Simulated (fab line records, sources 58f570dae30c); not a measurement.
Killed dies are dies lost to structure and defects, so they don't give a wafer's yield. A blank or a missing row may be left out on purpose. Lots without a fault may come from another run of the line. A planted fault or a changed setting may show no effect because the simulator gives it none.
fab line records | flow berkeley_cmos170
record lots=5 wafers=15 last_day=13
route steps=331 shown CONTACT@217 M1@238 V1@254
lots that met no fault: from a run of the same line without faults
start_h: hours from the record's first day to the start of the lot's first wafer shown | wait_h: hours since the lot's step before | " the same as in the row above | L1.1+2: a row that stands for several wafers | - no value, or no start given | * or withheld: withheld | < > ~ a bound
route shown NAME@n: a module of which the file shows steps, and the number in the route of the first | usual: mean/standard deviation of fault-free wafers | same: alike in all rows | chamber/n: place in a boat | sites: the reading at each site | _std_site: their standard deviation | _edge_site: outer sites' mean less inner sites' | radius_mm: how far each site lies from the wafer's centre | mask NAME#n: copy n | behind: the tool/chamber that last shaped the wafer | hold: why the lot was held/for how many hours/how that ended | device: the transistor (n, p or np) that didn't switch | end of line: the same wafers' tests at the end of the route | a step without rows: its recipe alone | killed: dies lost to structure and defects at the first sort, not the wafer's yield | map: a wafer's dies, x killed, . not, _ none there
set.NAME: the setting as run; set.NAME@STEP: as run at that earlier step | model.NAME: the simulator's own value behind a step, which no gauge read
lots at some steps of the route; a table a step, a row a wafer
services: from which hour (start_h, from the record's first day; less than 0 if before it) a tool's chamber was out of use, for how many hours, and why
## steps
# step UCB170_CONTACT_CVD_01
# recipe material=PSG target_thk_nm=700 temp_c=450 precursor=SiH4/O2/PH3 time_s=2820 pressure_mtorr=300 sih4_flow_sccm=60 o2_flow_sccm=90 ph3_flow_sccm=25
# columns lot.wafer tool chamber start_h wait_h
L076.3+5+6 lpcvd-02 1 177.77 0.0
L080.3+4+5 lpcvd-01 1 195.94 0.0
L078.3+4+6 lpcvd-02 1 197.27 1.0
L089.1+4+5 lpcvd-01 0 265.06 0.5
L095.1+2+4 lpcvd-02 1 282.95 1.4
# step UCB170_CONTACT_THK_MEAS_02
# recipe reads=PSG_of_CONTACT_CVD_01
# usual CONTACT_PSG_THK=700/7.3
# columns lot.wafer tool chamber start_h wait_h CONTACT_PSG_THK[nm]
L076.3 film_metro-04 - 179.57 0.0 687
L076.5 " - " " 684
L076.6 " - " " 683
L080.3 film_metro-04 - 197.74 0.0 702
L080.4 " - " " 700
L080.5 " - " " 703
L078.3 film_metro-04 - 199.07 0.0 695
L078.4 " - " " 692
L078.6 " - " " 700
L089.1 film_metro-03 - 266.84 0.0 707
L089.4 " - " " 701
L089.5 " - " " 703
L095.1 film_metro-04 - 284.73 0.0 708
L095.2 " - " " 700
L095.4 " - " " 698
# step UCB170_CONTACT_HMDS_03
# recipe prime_time_s=60 prime_temp_c=100
# same prime_time_s=60
# columns lot.wafer tool chamber start_h wait_h
L076.3+5+6 litho_track-01 0 179.91 0.3
L080.3+4+5 litho_track-04 0 197.83 0.1
L078.3+4+6 litho_track-02 0 199.16 0.1
L089.1+4+5 litho_track-04 0 266.90 0.1
L095.1+2+4 litho_track-01 0 284.80 0.1
# step UCB170_CONTACT_COAT_04
# recipe resist=KrF spin_rpm=1500 resist_thk_nm=900
# columns lot.wafer tool chamber start_h wait_h
L076.3+5+6 litho_track-01 0 180.06 0.1
L080.3+4+5 litho_track-04 0 197.98 0.1
L078.3+4+6 litho_track-02 0 199.31 0.1
L089.1+4+5 litho_track-04 0 267.05 0.1
L095.1+2+4 litho_track-01 0 284.95 0.1
# step UCB170_CONTACT_SOFTBAKE_05
# recipe resist=KrF temp_c=130 time_s=60
# columns lot.wafer tool chamber start_h wait_h
L076.3+5+6 litho_track-01 0 180.21 0.1
L080.3+4+5 litho_track-04 0 198.13 0.1
L078.3+4+6 litho_track-02 0 199.46 0.1
L089.1+4+5 litho_track-04 0 267.20 0.1
L095.1+2+4 litho_track-01 0 285.10 0.1
# step UCB170_CONTACT_STRIP_06
# recipe chemistry=O2 power_w=400 pressure_mtorr=3500 platen_temp_c=withheld o2_flow_sccm=400 overash_fraction=0.5
# usual drypump_motor_current_A=5.5/0.46 oes_product_au=0.735/0.0048 strip_time_to_endpoint_s=21.97/0.094
# columns lot.wafer tool chamber start_h wait_h drypump_motor_current_A oes_product_au rf_hours_counter_h strip_time_to_endpoint_s
L076.3 plasma_asher-03 1 180.35 0.1 5.3 0.737 - 21.90
L076.5 " 0 " " 6.5 0.742 - 21.81
L076.6 " 1 " " 5.3 0.743 - 21.90
L080.3 plasma_asher-01 1 198.26 0.1 5.6 0.733 - 21.99
L080.4 " 0 " " 5.2 0.730 - 21.88
L080.5 " 1 " " 5.7 0.737 - 21.87
L078.3 plasma_asher-01 1 199.60 0.1 5.7 0.738 - 22.14
L078.4 " 0 " " 5.1 0.734 - 22.12
L078.6 " 0 " " 5.1 0.739 - 22.21
L089.1 plasma_asher-02 0 267.35 0.1 5.3 0.739 51 21.95
L089.4 " 1 " " 5.2 0.738 - 21.85
L089.5 " 0 " " 5.4 0.726 - 21.88
L095.1 plasma_asher-01 1 285.34 0.2 5.7 0.734 19 21.99
L095.2 " 0 " " 5.2 0.735 19 21.99
L095.4 " 0 " " 5.2 0.732 - 21.99
# step UCB170_CONTACT_CLEAN_07
# recipe chemistry=SPM temp_c=120 time_s=600
# usual bath_guard_temp_C=120.2/0.52
# columns lot.wafer tool chamber start_h wait_h bath_guard_temp_C
L076.3 wet_bench-03 3 180.50 0.1 120.7
L076.5 " 3 " " 120.8
L076.6 " 3 " " 120.7
L080.3 wet_bench-03 3 198.33 0.0 121.1
L080.4 " 3 " " 120.8
L080.5 " 3 " " 120.5
L078.3 wet_bench-03 1 199.81 0.2 120.3
L078.4 " 1 " " 120.5
L078.6 " 1 " " 120.3
L089.1 wet_bench-03 0 268.59 1.2 119.6
L089.4 " 0 " " 120.0
L089.5 " 0 " " 119.9
L095.1 wet_bench-04 0 288.24 2.9 120.4
L095.2 " 0 " " 120.4
L095.4 " 0 " " 120.7
# step UCB170_CONTACT_RTA_08
# recipe temp_c=900 time_s=10 ambient=N2
# usual lamp_power_pct=24/3.1 wafer_temp_C_max=904.1/1.5
# columns lot.wafer tool chamber start_h wait_h lamp_power_pct wafer_temp_C_max
L076.3 rtp_anneal-01 0 180.70 0.0 27 904.8
L076.5 " 0 " " 27 907.0
L076.6 " 0 " " 27 905.7
L080.3 rtp_anneal-01 0 198.53 0.0 27 905.5
L080.4 " 0 " " 27 905.1
L080.5 " 0 " " 27 904.3
L078.3 rtp_anneal-02 0 200.00 0.0 21 903.0
L078.4 " 0 " " 21 903.0
L078.6 " 0 " " 21 903.5
L089.1 rtp_anneal-02 0 268.78 0.0 21 903.5
L089.4 " 0 " " 20 901.9
L089.5 " 0 " " 21 901.5
L095.1 rtp_anneal-02 0 288.48 0.1 21 902.0
L095.2 " 0 " " 21 903.2
L095.4 " 0 " " 21 902.7
# step UCB170_CONTACT_COAT_09
# recipe resist=BARC temp_c=withheld time_s=withheld spin_rpm=3000 resist_thk_nm=withheld
# columns lot.wafer tool chamber start_h wait_h
L076.3+5+6 litho_track-04 0 180.82 0.1
L080.3+4+5 litho_track-01 0 198.62 0.1
L078.3+4+6 litho_track-02 0 200.21 0.2
L089.1+4+5 litho_track-02 0 269.13 0.3
L095.1+2+4 litho_track-01 0 288.93 0.4
# step UCB170_CONTACT_COAT_10
# recipe resist=KrF spin_rpm=1500 resist_thk_nm=900
# columns lot.wafer tool chamber start_h wait_h
L076.3+5+6 litho_track-04 0 - -
L080.3+4+5 litho_track-01 0 - -
L078.3+4+6 litho_track-02 0 - -
L089.1+4+5 litho_track-02 0 - -
L095.1+2+4 litho_track-01 0 - -
# step UCB170_CONTACT_SOFTBAKE_11
# recipe resist=KrF temp_c=130 time_s=60
# columns lot.wafer tool chamber start_h wait_h
L076.3+5+6 litho_track-04 0 - -
L080.3+4+5 litho_track-01 0 - -
L078.3+4+6 litho_track-02 0 - -
L089.1+4+5 litho_track-02 0 - -
L095.1+2+4 litho_track-01 0 - -
# step UCB170_CONTACT_EXPOSE_12
# recipe mask_id=CONT target_cd_nm=700 na=0.5 sigma_outer=0.6 source_shape=conventional dose_mj=35
# usual reticle_temp_C=22.99/0.12
# columns lot.wafer tool chamber start_h wait_h mask reticle_temp_C
L076.3 krf_scanner-01 0 181.25 - CONT#0 22.97
L076.5 " 0 " " CONT#0 22.81
L076.6 " 0 " " CONT#0 23.05
L080.3 krf_scanner-02 0 199.19 - CONT#0 22.79
L080.4 " 0 " " CONT#0 22.97
L080.5 " 0 " " CONT#0 22.93
L078.3 krf_scanner-01 0 200.78 - CONT#0 22.75
L078.4 " 0 " " CONT#0 23.08
L078.6 " 0 " " CONT#0 22.92
L089.1 krf_scanner-01 0 269.58 - CONT#0 23.09
L089.4 " 0 " " CONT#0 23.07
L089.5 " 0 " " CONT#0 23.06
L095.1 krf_scanner-01 0 - - CONT#0 23.08
L095.2 " 0 " " CONT#0 22.97
L095.4 " 0 " " CONT#0 22.81
# step UCB170_CONTACT_PEB_13
# recipe peb_temp_c=130.5 peb_time_s=withheld resist=KrF
# columns lot.wafer tool chamber start_h wait_h
L076.3+5+6 litho_track-02 0 181.48 0.2
L080.3+4+5 litho_track-01 0 199.31 0.1
L078.3+4+6 litho_track-04 0 201.14 0.3
L089.1+4+5 litho_track-02 0 269.85 0.3
L095.1+2+4 litho_track-02 0 - -
# step UCB170_CONTACT_DEVELOP_14
# recipe developer=TMAH develop_time_s=45 resist=KrF dev_temp_c=21
# columns lot.wafer tool chamber start_h wait_h
L076.3+5+6 litho_track-02 0 - -
L080.3+4+5 litho_track-01 0 - -
L078.3+4+6 litho_track-04 0 - -
L089.1+4+5 litho_track-02 0 - -
L095.1+2+4 litho_track-02 0 - -
# step UCB170_CONTACT_CD_MEAS_15
# recipe target_cd_nm=700
# usual cd_nm=699.7/1.4
# columns lot.wafer tool chamber start_h wait_h cd_nm
L076.3 cd_sem-01 - 181.74 - 701.1
L076.5 " - " " 700.1
L076.6 " - " " 698.8
L080.3 cd_sem-02 - 199.58 - 701.8
L080.4 " - " " 700.4
L080.5 " - " " 701.6
L078.3 cd_sem-01 - 201.40 - 698.5
L078.4 " - " " 699.2
L078.6 " - " " 697.8
L089.1 cd_sem-02 - 270.13 - 701.6
L089.4 " - " " 702.1
L089.5 " - " " 700.2
L095.1 cd_sem-01 - 291.37 - 698.0
L095.2 " - " " 698.8
L095.4 " - " " 697.9
# step UCB170_CONTACT_OVL_MEAS_16
# usual CONTACT_OVL=-1/5.7
# columns lot.wafer tool chamber start_h wait_h CONTACT_OVL[nm]
L076.3 overlay-01 - 181.83 0.1 -6
L076.5 " - " " 0
L076.6 " - " " 5
L080.3 overlay-01 - 199.67 0.1 -3
L080.4 " - " " -7
L080.5 " - " " -5
L078.3 overlay-01 - 201.49 0.1 -2
L078.4 " - " " -9
L078.6 " - " " -4
L089.1 overlay-02 - 270.25 0.1 4
L089.4 " - " " 0
L089.5 " - " " -3
L095.1 overlay-02 - 291.49 0.1 7
L095.2 " - " " 4
L095.4 " - " " 4
# step UCB170_CONTACT_ETCH_17
# recipe chemistry=N2/H2 target_depth_a=withheld overetch_a=withheld target=BARC time_s=withheld source_w=500 bias_w=100 pressure_mtorr=30 n2_flow_sccm=100 h2_flow_sccm=200
# usual drypump_motor_current_A=6.0/0.36 oes_product_au=0.997/0.014 rf_fwd_power_W=495.5/2.7 throttle_valve_pct=13.31/0.17
# columns lot.wafer tool chamber start_h wait_h drypump_motor_current_A oes_product_au rf_fwd_power_W throttle_valve_pct
L076.3 rie_diel-03 3 181.86 0.0 5.9 1.007 496.2 13.32
L076.5 " 1 " " 6.7 0.987 497.1 13.09
L076.6 " 0 " " 5.9 1.009 492.2 13.49
L080.3 rie_diel-03 3 199.69 0.0 5.9 1.013 499.0 13.33
L080.4 " 1 " " 6.7 0.988 495.1 13.09
L080.5 " 3 " " 5.9 1.019 499.5 13.33
L078.3 rie_diel-04 2 201.52 0.0 6.2 0.987 496.2 13.30
L078.4 " 0 " " 6.2 0.990 499.7 13.06
L078.6 " 2 " " 6.2 0.991 494.6 13.30
L089.1 rie_diel-02 3 270.29 0.0 6.0 1.001 495.5 13.40
L089.4 " 0 " " 6.6 0.993 496.5 13.44
L089.5 " 3 " " 6.0 1.000 497.7 13.42
L095.1 rie_diel-03 2 291.53 0.0 5.8 0.995 496.8 13.29
L095.2 " 1 " " 6.7 0.965 495.6 13.08
L095.4 " 0 " " 5.9 0.994 497.0 13.48
# step UCB170_CONTACT_ETCH_18
# recipe chemistry=CHF3/CF4/Ar target=PSG stop_on=TiSi2 CHF3_flow_sccm=45 cf4_flow_sccm=15 Ar_flow_sccm=150 pressure_mtorr=200 rf_w=700 target_depth_a=8400 over_etch_frac=0.2 time_s=195
# usual drypump_motor_current_A=6.0/0.35 oes_product_au=0.895/0.0093 rf_fwd_power_W=697.7/2.3 throttle_valve_pct=6.92/0.11
# columns lot.wafer tool chamber start_h wait_h drypump_motor_current_A oes_product_au rf_fwd_power_W rf_hours_counter_h throttle_valve_pct
L076.3 rie_diel-03 3 - - 6.0 0.882 700.6 82 6.96
L076.5 " 1 " " 6.6 0.871 697.3 - 6.80
L076.6 " 0 " " 5.9 0.897 699.3 - 7.05
L080.3 rie_diel-03 3 - - 5.9 0.893 700.1 82 6.95
L080.4 " 1 " " 6.7 0.889 699.4 - 6.80
L080.5 " 3 " " 5.9 0.900 700.2 - 6.93
L078.3 rie_diel-04 2 - - 6.2 0.878 697.9 115 6.95
L078.4 " 0 " " 6.1 0.888 695.1 - 6.71
L078.6 " 2 " " 6.2 0.878 697.2 - 6.96
L089.1 rie_diel-02 3 - - 6.0 0.907 698.5 42 7.05
L089.4 " 0 " " 6.6 0.898 699.2 12 6.98
L089.5 " 3 " " 6.0 0.901 700.0 - 7.05
L095.1 rie_diel-03 2 - - 5.9 0.905 696.0 87 6.93
L095.2 " 1 " " 6.7 0.884 698.3 129 6.80
L095.4 " 0 " " 5.9 0.901 697.1 1 7.07
# step UCB170_CONTACT_STRIP_19
# recipe chemistry=O2 power_w=400 pressure_mtorr=3500 platen_temp_c=withheld o2_flow_sccm=400 overash_fraction=0.5
# usual drypump_motor_current_A=5.6/0.51 oes_product_au=0.725/0.0043
# columns lot.wafer tool chamber start_h wait_h drypump_motor_current_A oes_product_au rf_hours_counter_h
L076.3 plasma_asher-02 0 182.06 - 5.3 0.729 -
L076.5 " 1 " " 5.2 0.721 -
L076.6 " 0 " " 5.3 0.723 -
L080.3 plasma_asher-03 0 199.89 - 6.5 0.720 -
L080.4 " 1 " " 5.3 0.723 -
L080.5 " 0 " " 6.4 0.722 -
L078.3 plasma_asher-01 1 201.72 - 5.7 0.721 -
L078.4 " 0 " " 5.1 0.722 -
L078.6 " 0 " " 5.1 0.725 -
L089.1 plasma_asher-03 1 270.45 - 5.3 0.727 60
L089.4 " 0 " " 6.4 0.732 -
L089.5 " 0 " " 6.5 0.728 -
L095.1 plasma_asher-03 0 291.70 - 6.5 0.728 62
L095.2 " 1 " " 5.3 0.730 62
L095.4 " 1 " " 5.3 0.713 -
# step UCB170_CONTACT_CD_MEAS_90
# recipe target_cd_nm=700
# usual cd_nm=699.8/1.5
# columns lot.wafer tool chamber start_h wait_h cd_nm
L076.3 cd_sem-01 - 182.16 0.1 700.7
L076.5 " - " " 699.9
L076.6 " - " " 699.0
L080.3 cd_sem-01 - 200.00 0.1 701.3
L080.4 " - " " 699.3
L080.5 " - " " 701.5
L078.3 cd_sem-01 - 201.82 0.1 698.7
L078.4 " - " " 698.0
L078.6 " - " " 697.4
L089.1 cd_sem-02 - 270.55 0.1 701.3
L089.4 " - " " 701.9
L089.5 " - " " 699.4
L095.1 cd_sem-01 - 291.80 0.1 698.6
L095.2 " - " " 697.6
L095.4 " - " " 698.5
# step UCB170_CONTACT_CLEAN_20
# recipe chemistry=SPM temp_c=120 time_s=600
# usual bath_guard_temp_C=120.1/0.54
# columns lot.wafer tool chamber start_h wait_h bath_guard_temp_C
L076.3 wet_bench-03 1 182.63 0.4 120.3
L076.5 " 1 " " 120.4
L076.6 " 1 " " 120.6
L080.3 wet_bench-03 2 200.08 0.1 120.5
L080.4 " 2 " " 120.2
L080.5 " 2 " " 120.3
L078.3 wet_bench-03 1 201.90 0.1 121.0
L078.4 " 1 " " 120.8
L078.6 " 1 " " 120.6
L089.1 wet_bench-03 0 270.67 0.1 120.1
L089.4 " 0 " " 120.3
L089.5 " 0 " " 120.1
L095.1 wet_bench-04 3 291.92 0.1 119.5
L095.2 " 3 " " 119.3
L095.4 " 3 " " 119.5
# step UCB170_M1_SPUTTER_00
# recipe material=Al target_thk_nm=600 time_s=80 power_w=6200 chamber_pressure_pa=0.5
# usual cathode_dc_power_W=6200.0/1.1 throttle_valve_pct=29.8/0.68
# columns lot.wafer tool chamber start_h wait_h cathode_dc_power_W throttle_valve_pct
L076.3 pvd_sputter-04 - 182.81 0.0 6198.7 29.0
L076.5 " - " " 6199.7 28.8
L076.6 " - " " 6199.4 28.8
L080.3 pvd_sputter-02 - 200.26 0.0 6199.8 30.8
L080.4 " - " " 6198.5 29.8
L080.5 " - " " 6200.4 30.7
L078.3 pvd_sputter-01 - 202.08 0.0 6198.7 29.7
L078.4 " - " " 6202.0 30.4
L078.6 " - " " 6199.5 30.8
L089.1 pvd_sputter-04 - 270.86 0.0 6199.7 28.6
L089.4 " - " " 6200.4 29.6
L089.5 " - " " 6200.6 28.9
L095.1 pvd_sputter-02 - 292.09 0.0 6198.7 31.0
L095.2 " - " " 6200.7 30.1
L095.4 " - " " 6199.2 29.4
# step UCB170_M1_RS_MEAS_01
# recipe thk_meas_gauge=four-point-probe reads=Al_of_M1_SPUTTER_00
# usual M1_AL_RS=0.0471/0.00039
# columns lot.wafer tool chamber start_h wait_h M1_AL_RS[ohm/sq]
L076.3 film_metro-01 - 182.91 0.1 0.0475
L076.5 " - " " 0.0470
L076.6 " - " " 0.0469
L080.3 film_metro-02 - 200.36 0.1 0.0472
L080.4 " - " " 0.0472
L080.5 " - " " 0.0470
L078.3 film_metro-01 - 202.18 0.1 0.0470
L078.4 " - " " 0.0472
L078.6 " - " " 0.0469
L089.1 film_metro-01 - 270.92 0.0 0.0473
L089.4 " - " " 0.0472
L089.5 " - " " 0.0472
L095.1 film_metro-02 - 292.15 0.0 0.0473
L095.2 " - " " 0.0470
L095.4 " - " " 0.0473
# step UCB170_M1_THK_MEAS_02
# recipe thk_meas_gauge=xrf reads=Al_of_M1_SPUTTER_00
# usual M1_AL_THK=620/6.4
# columns lot.wafer tool chamber start_h wait_h M1_AL_THK[nm]
L076.3 film_metro-01 - 183.01 0.1 617
L076.5 " - " " 626
L076.6 " - " " 626
L080.3 film_metro-02 - 200.46 0.1 615
L080.4 " - " " 616
L080.5 " - " " 620
L078.3 film_metro-01 - 202.28 0.1 628
L078.4 " - " " 626
L078.6 " - " " 627
L089.1 film_metro-01 - 271.04 0.1 618
L089.4 " - " " 619
L089.5 " - " " 617
L095.1 film_metro-02 - 292.27 0.1 609
L095.2 " - " " 615
L095.4 " - " " 610
# step UCB170_M1_COAT_03
# recipe resist=BARC temp_c=withheld time_s=withheld spin_rpm=3000 resist_thk_nm=withheld
# columns lot.wafer tool chamber start_h wait_h
L076.3+5+6 litho_track-02 0 183.27 0.2
L080.3+4+5 litho_track-03 0 200.60 0.1
L078.3+4+6 litho_track-02 0 202.47 0.2
L089.1+4+5 litho_track-03 0 271.10 0.1
L095.1+2+4 litho_track-01 0 293.00 0.7
# step UCB170_M1_COAT_04
# recipe resist=KrF spin_rpm=1500 resist_thk_nm=900
# columns lot.wafer tool chamber start_h wait_h
L076.3+5+6 litho_track-02 0 - -
L080.3+4+5 litho_track-03 0 - -
L078.3+4+6 litho_track-02 0 - -
L089.1+4+5 litho_track-03 0 - -
L095.1+2+4 litho_track-01 0 - -
# step UCB170_M1_SOFTBAKE_05
# recipe resist=KrF temp_c=130 time_s=60
# columns lot.wafer tool chamber start_h wait_h
L076.3+5+6 litho_track-02 0 - -
L080.3+4+5 litho_track-03 0 - -
L078.3+4+6 litho_track-02 0 - -
L089.1+4+5 litho_track-03 0 - -
L095.1+2+4 litho_track-01 0 - -
# step UCB170_M1_EXPOSE_06
# recipe mask_id=METAL1 target_cd_nm=700 na=0.5 sigma_outer=0.6 source_shape=conventional dose_mj=21
# usual reticle_temp_C=22.99/0.12
# columns lot.wafer tool chamber start_h wait_h mask reticle_temp_C
L076.3 krf_scanner-01 0 183.83 - METAL1#0 22.85
L076.5 " 0 " " METAL1#0 23.01
L076.6 " 0 " " METAL1#0 22.94
L080.3 krf_scanner-02 0 201.04 - METAL1#0 23.02
L080.4 " 0 " " METAL1#0 23.19
L080.5 " 0 " " METAL1#0 23.03
L078.3 krf_scanner-02 0 202.98 - METAL1#0 22.89
L078.4 " 0 " " METAL1#0 22.90
L078.6 " 0 " " METAL1#0 22.80
L089.1 krf_scanner-01 0 271.55 - METAL1#0 22.96
L089.4 " 0 " " METAL1#0 23.05
L089.5 " 0 " " METAL1#0 23.14
L095.1 krf_scanner-02 0 293.48 - METAL1#0 22.97
L095.2 " 0 " " METAL1#0 23.13
L095.4 " 0 " " METAL1#0 22.99
# step UCB170_M1_PEB_07
# recipe peb_temp_c=130 peb_time_s=withheld resist=KrF
# columns lot.wafer tool chamber start_h wait_h
L076.3+5+6 litho_track-01 0 184.11 0.3
L080.3+4+5 litho_track-03 0 201.33 0.3
L078.3+4+6 litho_track-03 0 203.48 0.5
L089.1+4+5 litho_track-03 0 271.67 0.1
L095.1+2+4 litho_track-01 0 294.28 0.8
# step UCB170_M1_DEVELOP_08
# recipe developer=TMAH develop_time_s=45 resist=KrF dev_temp_c=21
# columns lot.wafer tool chamber start_h wait_h
L076.3+5+6 litho_track-01 0 - -
L080.3+4+5 litho_track-03 0 - -
L078.3+4+6 litho_track-03 0 - -
L089.1+4+5 litho_track-03 0 - -
L095.1+2+4 litho_track-01 0 - -
# step UCB170_M1_CD_MEAS_09
# recipe target_cd_nm=700
# usual cd_nm=699.9/1.2
# columns lot.wafer tool chamber start_h wait_h cd_nm
L076.3 cd_sem-01 - 184.37 - 699.5
L076.5 " - " " 700.2
L076.6 " - " " 700.6
L080.3 cd_sem-02 - 201.59 - 698.0
L080.4 " - " " 697.5
L080.5 " - " " 698.1
L078.3 cd_sem-01 - 203.74 - 698.9
L078.4 " - " " 700.1
L078.6 " - " " 699.1
L089.1 cd_sem-02 - 271.95 - 700.8
L089.4 " - " " 701.1
L089.5 " - " " 700.4
L095.1 cd_sem-02 - 294.55 - 698.3
L095.2 " - " " 699.7
L095.4 " - " " 699.3
# step UCB170_M1_OVL_MEAS_10
# usual M1_OVL=1/5
# columns lot.wafer tool chamber start_h wait_h M1_OVL[nm]
L076.3 overlay-01 - 184.46 0.1 5
L076.5 " - " " 2
L076.6 " - " " -1
L080.3 overlay-02 - 201.68 0.1 -10
L080.4 " - " " -2
L080.5 " - " " -1
L078.3 overlay-01 - 203.84 0.1 -3
L078.4 " - " " -1
L078.6 " - " " 4
L089.1 overlay-02 - 272.07 0.1 2
L089.4 " - " " 2
L089.5 " - " " 10
L095.1 overlay-01 - 294.67 0.1 4
L095.2 " - " " 5
L095.4 " - " " 1
# step UCB170_M1_ETCH_11
# recipe chemistry=N2/H2 target_depth_a=withheld overetch_a=withheld target=BARC time_s=withheld source_w=500 bias_w=100 pressure_mtorr=30 n2_flow_sccm=100 h2_flow_sccm=200
# usual drypump_motor_current_A=6.0/0.39 oes_product_au=0.999/0.015 rf_fwd_power_W=496.0/2.2 throttle_valve_pct=13.31/0.15
# columns lot.wafer tool chamber start_h wait_h drypump_motor_current_A oes_product_au rf_fwd_power_W throttle_valve_pct
L076.3 rie_diel-01 0 184.49 0.0 5.9 0.979 497.5 13.05
L076.5 " 0 " " 5.9 0.984 498.5 13.05
L076.6 " 1 " " 5.5 0.983 496.4 13.60
L080.3 rie_diel-01 1 201.71 0.0 5.5 0.975 497.2 13.58
L080.4 " 1 " " 5.5 0.973 496.1 13.58
L080.5 " 2 " " 6.0 1.007 496.7 13.35
L078.3 rie_diel-03 3 203.86 0.0 5.9 1.009 496.5 13.32
L078.4 " 3 " " 5.9 1.012 495.7 13.35
L078.6 " 2 " " 5.8 0.994 496.9 13.29
L089.1 rie_diel-03 3 272.10 0.0 5.9 1.014 498.2 13.34
L089.4 " 2 " " 5.9 0.989 497.1 13.29
L089.5 " 3 " " 5.9 1.013 497.4 13.32
L095.1 rie_diel-02 0 294.71 0.0 6.6 0.988 495.1 13.45
L095.2 " 3 " " 6.0 0.998 494.5 13.41
L095.4 " 2 " " 5.9 0.980 490.0 13.31
# step UCB170_M1_METAL_ETCH_12
# recipe chemistry=Cl2/BCl3 target=Al stop_on=PSG pressure_mtorr=12 target_depth_a=7800 over_etch_frac=0.3 time_s=130 icp_w=600 bias_w=120 Cl2_flow_sccm=90 bcl3_flow_sccm=45
# usual drypump_motor_current_A=5.8/0.3 oes_product_au=0.864/0.01 rf_fwd_power_W=596.7/2.2 throttle_valve_pct=24.43/0.14
# columns lot.wafer tool chamber start_h wait_h drypump_motor_current_A oes_product_au rf_fwd_power_W rf_hours_counter_h throttle_valve_pct
L076.3 rie_metal-03 0 184.57 - 5.9 0.866 602.7 - 24.30
L076.5 " 0 " " 5.9 0.872 604.8 - 24.28
L076.6 " 1 " " 6.3 0.859 598.1 - 24.48
L080.3 rie_metal-04 0 201.79 - 5.5 0.866 595.5 - 24.51
L080.4 " 1 " " 6.1 0.873 598.2 - 24.45
L080.5 " 1 " " 6.1 0.867 599.4 - 24.45
L078.3 rie_metal-03 1 203.95 - 6.3 0.865 598.0 - 24.47
L078.4 " 0 " " 5.9 0.865 597.5 - 24.30
L078.6 " 0 " " 5.9 0.869 596.0 - 24.30
L089.1 rie_metal-04 0 272.14 - 5.5 0.859 599.0 5.5 24.52
L089.4 " 1 " " 6.1 0.869 598.7 - 24.46
L089.5 " 0 " " 5.5 0.859 598.9 - 24.51
L095.1 rie_metal-02 0 294.75 - 5.6 0.842 593.5 7.6 24.64
L095.2 " 1 " " 5.5 0.852 594.6 9.1 24.13
L095.4 " 1 " " 5.5 0.862 594.4 - 24.14
# step UCB170_M1_STRIP_13
# recipe chemistry=O2 power_w=400 pressure_mtorr=3500 platen_temp_c=withheld o2_flow_sccm=400 overash_fraction=0.5
# usual drypump_motor_current_A=5.6/0.52 oes_product_au=0.720/0.0047
# columns lot.wafer tool chamber start_h wait_h drypump_motor_current_A oes_product_au rf_hours_counter_h
L076.3 plasma_asher-02 1 184.70 0.1 5.2 0.723 -
L076.5 " 1 " " 5.2 0.726 -
L076.6 " 0 " " 5.3 0.722 -
L080.3 plasma_asher-03 1 201.92 0.1 5.3 0.722 -
L080.4 " 0 " " 6.5 0.721 -
L080.5 " 0 " " 6.4 0.726 -
L078.3 plasma_asher-02 0 204.07 0.1 5.3 0.727 -
L078.4 " 1 " " 5.2 0.723 -
L078.6 " 1 " " 5.2 0.714 -
L089.1 plasma_asher-04 0 272.28 0.1 5.4 0.715 42
L089.4 " 0 " " 5.4 0.707 -
L089.5 " 1 " " 6.3 0.720 -
L095.1 plasma_asher-04 1 294.95 0.2 6.3 0.715 44
L095.2 " 0 " " 5.4 0.719 44
L095.4 " 1 " " 6.3 0.712 -
# step UCB170_M1_CD_MEAS_90
# recipe target_cd_nm=700
# usual cd_nm=699.9/1.9
# columns lot.wafer tool chamber start_h wait_h cd_nm
L076.3 cd_sem-01 - 184.80 0.1 698.0
L076.5 " - " " 700.3
L076.6 " - " " 700.8
L080.3 cd_sem-02 - 202.02 0.1 697.8
L080.4 " - " " 696.6
L080.5 " - " " 697.0
L078.3 cd_sem-02 - 204.17 0.1 701.0
L078.4 " - " " 700.8
L078.6 " - " " 700.0
L089.1 cd_sem-02 - 272.38 0.1 698.2
L089.4 " - " " 699.1
L089.5 " - " " 700.0
L095.1 cd_sem-01 - 295.05 0.1 701.2
L095.2 " - " " 703.3
L095.4 " - " " 702.9
# step UCB170_M1_ANNEAL_14
# recipe temp_c=400 time_s=1200 ambient=forming_gas
# columns lot.wafer tool chamber start_h wait_h
L076.3+5+6 furnace-03 0 186.10 1.3
L080.3+4+5 furnace-03 0 203.16 1.1
L078.3+4+6 furnace-03 0 204.50 0.3
L089.1+4+5 furnace-03 0 272.50 0.1
L095.1+2+4 furnace-03 0 295.96 0.9
# step UCB170_V1_CVD_00
# recipe material=SiO2 target_thk_nm=2000 temp_c=390 precursor=TEOS/O2 time_s=250 rf_w=550 pressure_mtorr=9000
# usual heater_power_w=264/58 rf_fwd_power_W=548.5/1.8
# columns lot.wafer tool chamber start_h wait_h heater_power_w rf_fwd_power_W
L076.3 pecvd-01 0 187.43 0.0 235 547.7
L076.5 " 2 " " 284 547.2
L076.6 " 0 " " 281 549.4
L080.3 pecvd-01 0 204.50 0.0 273 546.7
L080.4 " 2 " " 402 546.7
L080.5 " 0 " " 201 549.9
L078.3 pecvd-04 2 205.83 0.0 337 548.7
L078.4 " 2 " " 396 548.1
L078.6 " 0 " " 201 548.8
L089.1 pecvd-04 1 273.83 0.0 305 548.1
L089.4 " 1 " " 222 549.2
L089.5 " 0 " " 200 551.6
L095.1 pecvd-04 0 297.29 0.0 246 547.2
L095.2 " 1 " " 321 548.9
L095.4 " 0 " " 200 548.9
## services
# columns tool chamber start_h hours kind
krf_scanner-01 - 157.21 1.0 pm
rie_diel-04 - 159.36 14.6 pm
plasma_asher-04 - 159.85 109.0 repair
rie_diel-03 2 160.01 15.2 repair
krf_scanner-01 - 168.66 1.3 pm
plasma_asher-03 - 177.36 1.8 repair
rie_diel-01 2 178.86 4.2 repair
krf_scanner-02 - 189.34 3.6 pm
krf_scanner-02 - 192.90 1.3 pm
rie_diel-02 3 193.85 19.5 repair
rie_diel-02 - 196.09 0.3 repair
rie_diel-03 0 198.94 6.6 repair
pecvd-01 - 213.09 0.2 repair
rie_diel-02 0 221.75 6.7 repair
rie_diel-03 - 224.90 4.3 pm
rie_diel-03 2 230.11 20.8 repair
krf_scanner-02 - 247.64 3.0 repair
plasma_asher-03 - 258.62 0.9 repair
pecvd-04 - 275.28 1.6 repair
krf_scanner-02 - 277.02 4.0 pm
rie_diel-02 2 282.86 2.8 repair
furnace-03 - 285.69 1.3 repair
pecvd-04 2 292.98 5.1 repair
krf_scanner-02 - 296.58 1.0 pm
## key
fault none
